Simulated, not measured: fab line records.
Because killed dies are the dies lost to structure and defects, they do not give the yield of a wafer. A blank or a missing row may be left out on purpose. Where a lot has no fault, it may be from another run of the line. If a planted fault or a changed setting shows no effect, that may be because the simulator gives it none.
fab line records :: flow rit-cmos
record
  lots=14
  wafers=42
  last-day=7
route steps=202 shown PSD@150
lots with no fault: from the same line, run without faults
start-h: hours from the record's opening day to when the first of the lot's shown wafers began :: wait-h: hours since the lot's step before :: " as in the row above :: L1.1+2: a single row standing in for several wafers :: - value missing, or start not given :: * or withheld: withheld :: < > ~ a bound
route shown NAME@n: NAME is a module with steps in the file, n the number in the route of the first one :: usual: average and standard deviation across the fault-free wafers :: same: alike in all rows :: chamber/n: place in a boat :: sites: the reading at each site :: _std_site: standard deviation of those values :: _edge_site: outer sites' mean less inner sites' :: radius-mm: how far each site lies from the wafer's centre :: mask NAME#n: copy n :: behind: the most recent tool/chamber to have shaped the wafer :: hold: why the lot went on hold/how many hours it stayed there/how the hold came to an end :: device: transistor that didn't switch, given as n, p or np :: end of line: the same wafers' tests at the end of the route :: for a step that has no rows: nothing shown but its recipe :: killed: dies that structure and defects cost at the first sort, which is not the same as the wafer's yield :: map: a wafer's dies, marking killed ones x, the rest . and places with no die _
set.NAME: the setting as run; set.NAME@STEP: as run at that earlier step :: model.NAME: the simulator's own value behind a step, which no gauge read
a sample of lots followed through the steps of the route, with each step as a table and each wafer as a row
services: a tool's chamber out of use, with start hour (start-h, from the record's first day; less than 0 if before it), hours out, and reason
## steps
# step RIT_PSD_IMPLANT_08
# recipe
  species=BF2
  energy-kev=27
  dose-cm2=4.905e+15
  tilt-deg=7
# usual
  beam-energy-keV=27.001/0.0073
  beam-on-s=12.1/0.84
  end-station-pressure-torr=1.48e-05/1.3e-06
lot.wafer: L623.3
tool: implanter-04
chamber: 0
start-h: 53.88
wait-h: 0.1
beam-energy-keV: 27.000
beam-on-s: 12.2
end-station-pressure-torr: 1.25e-05

lot.wafer: L623.4
tool: implanter-04
chamber: 0
start-h: 53.88
wait-h: 0.1
beam-energy-keV: 26.996
beam-on-s: 11.8
end-station-pressure-torr: 1.41e-05

lot.wafer: L623.5
tool: implanter-04
chamber: 0
start-h: 53.88
wait-h: 0.1
beam-energy-keV: 26.999
beam-on-s: 11.9
end-station-pressure-torr: 1.62e-05

lot.wafer: L624.2
tool: implanter-03
chamber: 0
start-h: 57.09
wait-h: 0.1
beam-energy-keV: 27.005
beam-on-s: 13.2
end-station-pressure-torr: 1.36e-05

lot.wafer: L624.4
tool: implanter-03
chamber: 0
start-h: 57.09
wait-h: 0.1
beam-energy-keV: 26.996
beam-on-s: 12.5
end-station-pressure-torr: 1.5e-05

lot.wafer: L624.6
tool: implanter-03
chamber: 0
start-h: 57.09
wait-h: 0.1
beam-energy-keV: 27.010
beam-on-s: 12.8
end-station-pressure-torr: 1.59e-05

lot.wafer: L625.1
tool: implanter-04
chamber: 0
start-h: 60.78
wait-h: 0.1
beam-energy-keV: 27.012
beam-on-s: 11.7
end-station-pressure-torr: 1.41e-05

lot.wafer: L625.3
tool: implanter-04
chamber: 0
start-h: 60.78
wait-h: 0.1
beam-energy-keV: 27.005
beam-on-s: 12.0
end-station-pressure-torr: 1.42e-05

lot.wafer: L625.6
tool: implanter-04
chamber: 0
start-h: 60.78
wait-h: 0.1
beam-energy-keV: 27.002
beam-on-s: 11.9
end-station-pressure-torr: 1.43e-05

lot.wafer: L626.2
tool: implanter-03
chamber: 0
start-h: 67.27
wait-h: 0.1
beam-energy-keV: 27.015
beam-on-s: 12.7
end-station-pressure-torr: 1.44e-05

lot.wafer: L626.3
tool: implanter-03
chamber: 0
start-h: 67.27
wait-h: 0.1
beam-energy-keV: 26.992
beam-on-s: 12.5
end-station-pressure-torr: 1.52e-05

lot.wafer: L626.5
tool: implanter-03
chamber: 0
start-h: 67.27
wait-h: 0.1
beam-energy-keV: 27.005
beam-on-s: 12.6
end-station-pressure-torr: 1.43e-05

lot.wafer: L628.1
tool: implanter-04
chamber: 0
start-h: 75.83
wait-h: 0.1
beam-energy-keV: 26.991
beam-on-s: 12.7
end-station-pressure-torr: 1.72e-05

lot.wafer: L628.5
tool: implanter-04
chamber: 0
start-h: 75.83
wait-h: 0.1
beam-energy-keV: 26.992
beam-on-s: 11.9
end-station-pressure-torr: 1.47e-05

lot.wafer: L628.6
tool: implanter-04
chamber: 0
start-h: 75.83
wait-h: 0.1
beam-energy-keV: 27.000
beam-on-s: 11.8
end-station-pressure-torr: 1.49e-05

lot.wafer: L629.2
tool: implanter-03
chamber: 0
start-h: 81.22
wait-h: 0.1
beam-energy-keV: 26.994
beam-on-s: 12.6
end-station-pressure-torr: 1.44e-05

lot.wafer: L629.3
tool: implanter-03
chamber: 0
start-h: 81.22
wait-h: 0.1
beam-energy-keV: 26.988
beam-on-s: 12.7
end-station-pressure-torr: 1.46e-05

lot.wafer: L629.4
tool: implanter-03
chamber: 0
start-h: 81.22
wait-h: 0.1
beam-energy-keV: 26.998
beam-on-s: 13.2
end-station-pressure-torr: 1.59e-05

lot.wafer: L631.3
tool: implanter-03
chamber: 0
start-h: 90.25
wait-h: 0.1
beam-energy-keV: 27.002
beam-on-s: 13.0
end-station-pressure-torr: 1.41e-05

lot.wafer: L631.4
tool: implanter-03
chamber: 0
start-h: 90.25
wait-h: 0.1
beam-energy-keV: 27.001
beam-on-s: 12.7
end-station-pressure-torr: 1.42e-05

lot.wafer: L631.6
tool: implanter-03
chamber: 0
start-h: 90.25
wait-h: 0.1
beam-energy-keV: 27.006
beam-on-s: 13.0
end-station-pressure-torr: 1.5e-05

lot.wafer: L632.2
tool: implanter-02
chamber: 0
start-h: 94.79
wait-h: 0.1
beam-energy-keV: 26.997
beam-on-s: 10.0
end-station-pressure-torr: 1.73e-05

lot.wafer: L632.4
tool: implanter-02
chamber: 0
start-h: 94.79
wait-h: 0.1
beam-energy-keV: 27.006
beam-on-s: 10.4
end-station-pressure-torr: 1.81e-05

lot.wafer: L632.6
tool: implanter-02
chamber: 0
start-h: 94.79
wait-h: 0.1
beam-energy-keV: 26.990
beam-on-s: 10.5
end-station-pressure-torr: 1.77e-05

lot.wafer: L633.1
tool: implanter-04
chamber: 0
start-h: 102.98
wait-h: 0.1
beam-energy-keV: 27.007
beam-on-s: 11.8
end-station-pressure-torr: 1.56e-05

lot.wafer: L633.2
tool: implanter-04
chamber: 0
start-h: 102.98
wait-h: 0.1
beam-energy-keV: 27.010
beam-on-s: 12.4
end-station-pressure-torr: 1.55e-05

lot.wafer: L633.4
tool: implanter-04
chamber: 0
start-h: 102.98
wait-h: 0.1
beam-energy-keV: 27.005
beam-on-s: 11.8
end-station-pressure-torr: 1.37e-05

lot.wafer: L640.1
tool: implanter-03
chamber: -
start-h: 134.34
wait-h: 0.1
beam-energy-keV: -
beam-on-s: -
end-station-pressure-torr: -

lot.wafer: L640.2
tool: implanter-03
chamber: -
start-h: 134.34
wait-h: 0.1
beam-energy-keV: -
beam-on-s: -
end-station-pressure-torr: -

lot.wafer: L640.3
tool: implanter-03
chamber: -
start-h: 134.34
wait-h: 0.1
beam-energy-keV: -
beam-on-s: -
end-station-pressure-torr: -

lot.wafer: L641.1
tool: implanter-03
chamber: -
start-h: 138.90
wait-h: 0.1
beam-energy-keV: -
beam-on-s: -
end-station-pressure-torr: -

lot.wafer: L641.5
tool: implanter-03
chamber: -
start-h: 138.90
wait-h: 0.1
beam-energy-keV: -
beam-on-s: -
end-station-pressure-torr: -

lot.wafer: L641.6
tool: implanter-03
chamber: -
start-h: 138.90
wait-h: 0.1
beam-energy-keV: -
beam-on-s: -
end-station-pressure-torr: -

lot.wafer: L642.2
tool: implanter-03
chamber: 0
start-h: 144.11
wait-h: 0.1
beam-energy-keV: 26.990
beam-on-s: 12.7
end-station-pressure-torr: 1.35e-05

lot.wafer: L642.4
tool: implanter-03
chamber: 0
start-h: 144.11
wait-h: 0.1
beam-energy-keV: 26.997
beam-on-s: 12.9
end-station-pressure-torr: 1.5e-05

lot.wafer: L642.6
tool: implanter-03
chamber: 0
start-h: 144.11
wait-h: 0.1
beam-energy-keV: 26.990
beam-on-s: 12.1
end-station-pressure-torr: 1.44e-05

lot.wafer: L644.1
tool: implanter-03
chamber: 0
start-h: 154.33
wait-h: 0.1
beam-energy-keV: 27.006
beam-on-s: 13.3
end-station-pressure-torr: 1.46e-05

lot.wafer: L644.3
tool: implanter-03
chamber: 0
start-h: 154.33
wait-h: 0.1
beam-energy-keV: 26.984
beam-on-s: 12.8
end-station-pressure-torr: 1.5e-05

lot.wafer: L644.4
tool: implanter-03
chamber: 0
start-h: 154.33
wait-h: 0.1
beam-energy-keV: 26.989
beam-on-s: 12.9
end-station-pressure-torr: 1.32e-05

lot.wafer: L645.2
tool: implanter-03
chamber: 0
start-h: 159.58
wait-h: 0.1
beam-energy-keV: 27.005
beam-on-s: 12.5
end-station-pressure-torr: 1.57e-05

lot.wafer: L645.3
tool: implanter-03
chamber: 0
start-h: 159.58
wait-h: 0.1
beam-energy-keV: 27.000
beam-on-s: 12.8
end-station-pressure-torr: 1.49e-05

lot.wafer: L645.4
tool: implanter-03
chamber: 0
start-h: 159.58
wait-h: 0.1
beam-energy-keV: 27.010
beam-on-s: 12.4
end-station-pressure-torr: 1.38e-05
# step RIT_PSD_TW_MEAS_10
# usual
  PSD_TW=3444/34
lot.wafer: L623.3
tool: film-metro-01
chamber: -
start-h: 54.18
wait-h: 0.1
PSD_TW: 3412

lot.wafer: L623.4
tool: film-metro-01
chamber: -
start-h: 54.18
wait-h: 0.1
PSD_TW: 3415

lot.wafer: L623.5
tool: film-metro-01
chamber: -
start-h: 54.18
wait-h: 0.1
PSD_TW: 3421

lot.wafer: L624.2
tool: film-metro-01
chamber: -
start-h: 57.40
wait-h: 0.1
PSD_TW: 3404

lot.wafer: L624.4
tool: film-metro-01
chamber: -
start-h: 57.40
wait-h: 0.1
PSD_TW: 3387

lot.wafer: L624.6
tool: film-metro-01
chamber: -
start-h: 57.40
wait-h: 0.1
PSD_TW: 3393

lot.wafer: L625.1
tool: film-metro-04
chamber: -
start-h: 61.10
wait-h: 0.1
PSD_TW: 3456

lot.wafer: L625.3
tool: film-metro-04
chamber: -
start-h: 61.10
wait-h: 0.1
PSD_TW: 3463

lot.wafer: L625.6
tool: film-metro-04
chamber: -
start-h: 61.10
wait-h: 0.1
PSD_TW: 3454

lot.wafer: L626.2
tool: film-metro-04
chamber: -
start-h: 67.58
wait-h: 0.1
PSD_TW: 3469

lot.wafer: L626.3
tool: film-metro-04
chamber: -
start-h: 67.58
wait-h: 0.1
PSD_TW: 3479

lot.wafer: L626.5
tool: film-metro-04
chamber: -
start-h: 67.58
wait-h: 0.1
PSD_TW: 3467

lot.wafer: L628.1
tool: film-metro-04
chamber: -
start-h: 76.15
wait-h: 0.1
PSD_TW: 3468

lot.wafer: L628.5
tool: film-metro-04
chamber: -
start-h: 76.15
wait-h: 0.1
PSD_TW: 3496

lot.wafer: L628.6
tool: film-metro-04
chamber: -
start-h: 76.15
wait-h: 0.1
PSD_TW: 3448

lot.wafer: L629.2
tool: film-metro-01
chamber: -
start-h: 81.53
wait-h: 0.1
PSD_TW: 3387

lot.wafer: L629.3
tool: film-metro-01
chamber: -
start-h: 81.53
wait-h: 0.1
PSD_TW: 3413

lot.wafer: L629.4
tool: film-metro-01
chamber: -
start-h: 81.53
wait-h: 0.1
PSD_TW: 3391

lot.wafer: L631.3
tool: film-metro-01
chamber: -
start-h: 90.54
wait-h: 0.1
PSD_TW: 3416

lot.wafer: L631.4
tool: film-metro-01
chamber: -
start-h: 90.54
wait-h: 0.1
PSD_TW: 3418

lot.wafer: L631.6
tool: film-metro-01
chamber: -
start-h: 90.54
wait-h: 0.1
PSD_TW: 3415

lot.wafer: L632.2
tool: film-metro-02
chamber: -
start-h: 95.10
wait-h: 0.1
PSD_TW: 3502

lot.wafer: L632.4
tool: film-metro-02
chamber: -
start-h: 95.10
wait-h: 0.1
PSD_TW: 3498

lot.wafer: L632.6
tool: film-metro-02
chamber: -
start-h: 95.10
wait-h: 0.1
PSD_TW: 3512

lot.wafer: L633.1
tool: film-metro-04
chamber: -
start-h: 103.30
wait-h: 0.1
PSD_TW: 3457

lot.wafer: L633.2
tool: film-metro-04
chamber: -
start-h: 103.30
wait-h: 0.1
PSD_TW: 3459

lot.wafer: L633.4
tool: film-metro-04
chamber: -
start-h: 103.30
wait-h: 0.1
PSD_TW: 3461

lot.wafer: L640.1
tool: film-metro-02
chamber: -
start-h: 134.67
wait-h: 0.1
PSD_TW: 30

lot.wafer: L640.2
tool: film-metro-02
chamber: -
start-h: 134.67
wait-h: 0.1
PSD_TW: 30

lot.wafer: L640.3
tool: film-metro-02
chamber: -
start-h: 134.67
wait-h: 0.1
PSD_TW: 30

lot.wafer: L641.1
tool: film-metro-01
chamber: -
start-h: 139.23
wait-h: 0.1
PSD_TW: 30

lot.wafer: L641.5
tool: film-metro-01
chamber: -
start-h: 139.23
wait-h: 0.1
PSD_TW: 30

lot.wafer: L641.6
tool: film-metro-01
chamber: -
start-h: 139.23
wait-h: 0.1
PSD_TW: 30

lot.wafer: L642.2
tool: film-metro-02
chamber: -
start-h: 144.42
wait-h: 0.1
PSD_TW: 3456

lot.wafer: L642.4
tool: film-metro-02
chamber: -
start-h: 144.42
wait-h: 0.1
PSD_TW: 3461

lot.wafer: L642.6
tool: film-metro-02
chamber: -
start-h: 144.42
wait-h: 0.1
PSD_TW: 3449

lot.wafer: L644.1
tool: film-metro-01
chamber: -
start-h: 154.66
wait-h: 0.1
PSD_TW: 3396

lot.wafer: L644.3
tool: film-metro-01
chamber: -
start-h: 154.66
wait-h: 0.1
PSD_TW: 3384

lot.wafer: L644.4
tool: film-metro-01
chamber: -
start-h: 154.66
wait-h: 0.1
PSD_TW: 3389

lot.wafer: L645.2
tool: film-metro-02
chamber: -
start-h: 159.89
wait-h: 0.1
PSD_TW: 3432

lot.wafer: L645.3
tool: film-metro-02
chamber: -
start-h: 159.89
wait-h: 0.1
PSD_TW: 3436

lot.wafer: L645.4
tool: film-metro-02
chamber: -
start-h: 159.89
wait-h: 0.1
PSD_TW: 3440
# step RIT_SDANNEAL_RS_MEAS_04
# recipe
  thk-meas-gauge=four-point-probe
# usual
  PSD_RS=116.25/0.25
lot.wafer: L623.3
tool: film-metro-01
chamber: -
start-h: 54.68
wait-h: 0.1
PSD_RS[ohm/sq]: 116.41

lot.wafer: L623.4
tool: film-metro-01
chamber: -
start-h: 54.68
wait-h: 0.1
PSD_RS[ohm/sq]: 116.35

lot.wafer: L623.5
tool: film-metro-01
chamber: -
start-h: 54.68
wait-h: 0.1
PSD_RS[ohm/sq]: 116.55

lot.wafer: L624.2
tool: film-metro-01
chamber: -
start-h: 57.90
wait-h: 0.1
PSD_RS[ohm/sq]: 116.26

lot.wafer: L624.4
tool: film-metro-01
chamber: -
start-h: 57.90
wait-h: 0.1
PSD_RS[ohm/sq]: 116.45

lot.wafer: L624.6
tool: film-metro-01
chamber: -
start-h: 57.90
wait-h: 0.1
PSD_RS[ohm/sq]: 115.87

lot.wafer: L625.1
tool: film-metro-04
chamber: -
start-h: 61.59
wait-h: 0.0
PSD_RS[ohm/sq]: 116.56

lot.wafer: L625.3
tool: film-metro-04
chamber: -
start-h: 61.59
wait-h: 0.0
PSD_RS[ohm/sq]: 116.50

lot.wafer: L625.6
tool: film-metro-04
chamber: -
start-h: 61.59
wait-h: 0.0
PSD_RS[ohm/sq]: 116.65

lot.wafer: L626.2
tool: film-metro-04
chamber: -
start-h: 68.11
wait-h: 0.1
PSD_RS[ohm/sq]: 116.16

lot.wafer: L626.3
tool: film-metro-04
chamber: -
start-h: 68.11
wait-h: 0.1
PSD_RS[ohm/sq]: 116.20

lot.wafer: L626.5
tool: film-metro-04
chamber: -
start-h: 68.11
wait-h: 0.1
PSD_RS[ohm/sq]: 116.04

lot.wafer: L628.1
tool: film-metro-04
chamber: -
start-h: 76.72
wait-h: 0.0
PSD_RS[ohm/sq]: 115.87

lot.wafer: L628.5
tool: film-metro-04
chamber: -
start-h: 76.72
wait-h: 0.0
PSD_RS[ohm/sq]: 115.83

lot.wafer: L628.6
tool: film-metro-04
chamber: -
start-h: 76.72
wait-h: 0.0
PSD_RS[ohm/sq]: 115.83

lot.wafer: L629.2
tool: film-metro-04
chamber: -
start-h: 82.02
wait-h: 0.1
PSD_RS[ohm/sq]: 116.42

lot.wafer: L629.3
tool: film-metro-04
chamber: -
start-h: 82.02
wait-h: 0.1
PSD_RS[ohm/sq]: 116.40

lot.wafer: L629.4
tool: film-metro-04
chamber: -
start-h: 82.02
wait-h: 0.1
PSD_RS[ohm/sq]: 116.25

lot.wafer: L631.3
tool: film-metro-02
chamber: -
start-h: 91.05
wait-h: 0.1
PSD_RS[ohm/sq]: 116.06

lot.wafer: L631.4
tool: film-metro-02
chamber: -
start-h: 91.05
wait-h: 0.1
PSD_RS[ohm/sq]: 116.07

lot.wafer: L631.6
tool: film-metro-02
chamber: -
start-h: 91.05
wait-h: 0.1
PSD_RS[ohm/sq]: 116.03

lot.wafer: L632.2
tool: film-metro-04
chamber: -
start-h: 95.60
wait-h: 0.1
PSD_RS[ohm/sq]: 116.90

lot.wafer: L632.4
tool: film-metro-04
chamber: -
start-h: 95.60
wait-h: 0.1
PSD_RS[ohm/sq]: 116.27

lot.wafer: L632.6
tool: film-metro-04
chamber: -
start-h: 95.60
wait-h: 0.1
PSD_RS[ohm/sq]: 116.49

lot.wafer: L633.1
tool: film-metro-02
chamber: -
start-h: 103.79
wait-h: 0.0
PSD_RS[ohm/sq]: 116.26

lot.wafer: L633.2
tool: film-metro-02
chamber: -
start-h: 103.79
wait-h: 0.0
PSD_RS[ohm/sq]: 116.49

lot.wafer: L633.4
tool: film-metro-02
chamber: -
start-h: 103.79
wait-h: 0.0
PSD_RS[ohm/sq]: 116.61

lot.wafer: L640.1
tool: film-metro-01
chamber: -
start-h: 135.19
wait-h: 0.0
PSD_RS[ohm/sq]: 132.99

lot.wafer: L640.2
tool: film-metro-01
chamber: -
start-h: 135.19
wait-h: 0.0
PSD_RS[ohm/sq]: 133.40

lot.wafer: L640.3
tool: film-metro-01
chamber: -
start-h: 135.19
wait-h: 0.0
PSD_RS[ohm/sq]: 133.17

lot.wafer: L641.1
tool: film-metro-02
chamber: -
start-h: 139.79
wait-h: 0.1
PSD_RS[ohm/sq]: 133.14

lot.wafer: L641.5
tool: film-metro-02
chamber: -
start-h: 139.79
wait-h: 0.1
PSD_RS[ohm/sq]: 133.24

lot.wafer: L641.6
tool: film-metro-02
chamber: -
start-h: 139.79
wait-h: 0.1
PSD_RS[ohm/sq]: 133.14

lot.wafer: L642.2
tool: film-metro-04
chamber: -
start-h: 144.91
wait-h: 0.1
PSD_RS[ohm/sq]: 115.94

lot.wafer: L642.4
tool: film-metro-04
chamber: -
start-h: 144.91
wait-h: 0.1
PSD_RS[ohm/sq]: 116.17

lot.wafer: L642.6
tool: film-metro-04
chamber: -
start-h: 144.91
wait-h: 0.1
PSD_RS[ohm/sq]: 116.34

lot.wafer: L644.1
tool: film-metro-02
chamber: -
start-h: 155.14
wait-h: 0.0
PSD_RS[ohm/sq]: 116.13

lot.wafer: L644.3
tool: film-metro-02
chamber: -
start-h: 155.14
wait-h: 0.0
PSD_RS[ohm/sq]: 116.03

lot.wafer: L644.4
tool: film-metro-02
chamber: -
start-h: 155.14
wait-h: 0.0
PSD_RS[ohm/sq]: 115.97

lot.wafer: L645.2
tool: film-metro-04
chamber: -
start-h: 160.44
wait-h: 0.1
PSD_RS[ohm/sq]: 116.41

lot.wafer: L645.3
tool: film-metro-04
chamber: -
start-h: 160.44
wait-h: 0.1
PSD_RS[ohm/sq]: 115.98

lot.wafer: L645.4
tool: film-metro-04
chamber: -
start-h: 160.44
wait-h: 0.1
PSD_RS[ohm/sq]: 116.17
## services
tool: implanter-02
chamber: -
start-h: 71.86
hours: 1.0
kind: repair

tool: implanter-03
chamber: -
start-h: 72.09
hours: 3.0
kind: pm

tool: implanter-04
chamber: -
start-h: 84.53
hours: 8.6
kind: pm

tool: implanter-02
chamber: -
start-h: 129.46
hours: 7.3
kind: pm

tool: implanter-04
chamber: -
start-h: 133.93
hours: 5.2
kind: pm
## key
first-sign
  step=RIT_PSD_IMPLANT_08
  reading=tool-record
  direction=missing
effect
  step=RIT_PSD_TW_MEAS_10
  reading=PSD_TW
  direction=down
  sigmas=99+
  usual=3444
  struck=30
effect
  step=RIT_SDANNEAL_RS_MEAS_04
  reading=PSD_RS
  direction=up
  sigmas=69
  usual=116.25
  struck=133.18
met-at RIT_PSD_IMPLANT_08
struck-lots L640,L641
later-rows-left-out L640.1,L640.2,L640.3,L641.1,L641.5,L641.6
sort-left-out L640.1,L640.2,L640.3,L641.1,L641.5,L641.6
tester-left-out L640,L641
onset-between 90.25 134.34
fault
  kind=skipped-step-whole
  tool=implanter-03
  chamber=-
  onset-h=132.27
  steps=RIT_PSD_IMPLANT_08
  scope=struck-lots-only
# tester-left-out: of these lots the tester's yield and bins aren't shown, on N5 and GAA mostly nor the transistor test; their killed dies are dies lost to structure and defects alone, not to doping, threshold or leakage, so they don't give the yield
# sort-left-out: the simulated sort isn't trusted on such a fault, so these wafers' sort isn't shown, and their yield isn't known
# later-rows-left-out: the simulator's readings of these wafers behind a module that went badly wrong aren't trusted and aren't shown, but for the sort
